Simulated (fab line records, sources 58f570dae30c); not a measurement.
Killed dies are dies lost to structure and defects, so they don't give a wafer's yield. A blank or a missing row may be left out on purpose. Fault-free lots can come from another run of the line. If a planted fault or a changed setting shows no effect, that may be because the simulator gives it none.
Which of the tools did it? | flow berkeley-cmos170 | 7 lots (21 wafers sampled), 1 step of a 331-step route

## WHAT THE GAUGES SHOWED, per wafer
UCB170_NWELL_THK_MEAS_05.
lot  | measured    | on            | NWELL_NITRIDE_THK (nm)
L883 | day 3 03:47 | film-metro-04 | 222.3 221.1 221.4
L885 | day 3 13:08 | film-metro-03 | 223.3 227.4 224.6
L887 | day 3 21:38 | film-metro-01 | 220.9 222.2 222.6
L890 | day 4 11:45 | film-metro-04 | 218.5 219.2 219.2
L891 | day 4 20:09 | film-metro-04 | 223.6 222.9 221.1
L897 | day 6 02:43 | film-metro-01 | 221.3 222.2 221.6
L899 | day 6 11:18 | film-metro-03 | 223.6 222.5 222.3

## TOOL THAT RAN EACH LOT (tool first, then ch and the chambers of the sampled wafers, then the start)
The record holds no process step before these readings.

## THE ANSWER, worked out from the rows above alone
Rule: what is usual is taken from the lots themselves. The widest of any qualifying gaps counts: lots, ordered by their means at a reading, are off when they make up no more than a third of the lots, leave a main group of 4 or more, and stand apart from it by 3 or more times the standard deviation of that group's means. The tables above print the reading to a certain number of digits; a main group whose means all agree to those digits is not used. Also off: a lot with no number at a reading for which 4 or more lots have one. Where the step has rows for the other lots, those lots are counted as sound.
No lot is off on any of the readings shown, so nothing can be concluded from this.

## WHAT THE SIMULATOR PUT IN
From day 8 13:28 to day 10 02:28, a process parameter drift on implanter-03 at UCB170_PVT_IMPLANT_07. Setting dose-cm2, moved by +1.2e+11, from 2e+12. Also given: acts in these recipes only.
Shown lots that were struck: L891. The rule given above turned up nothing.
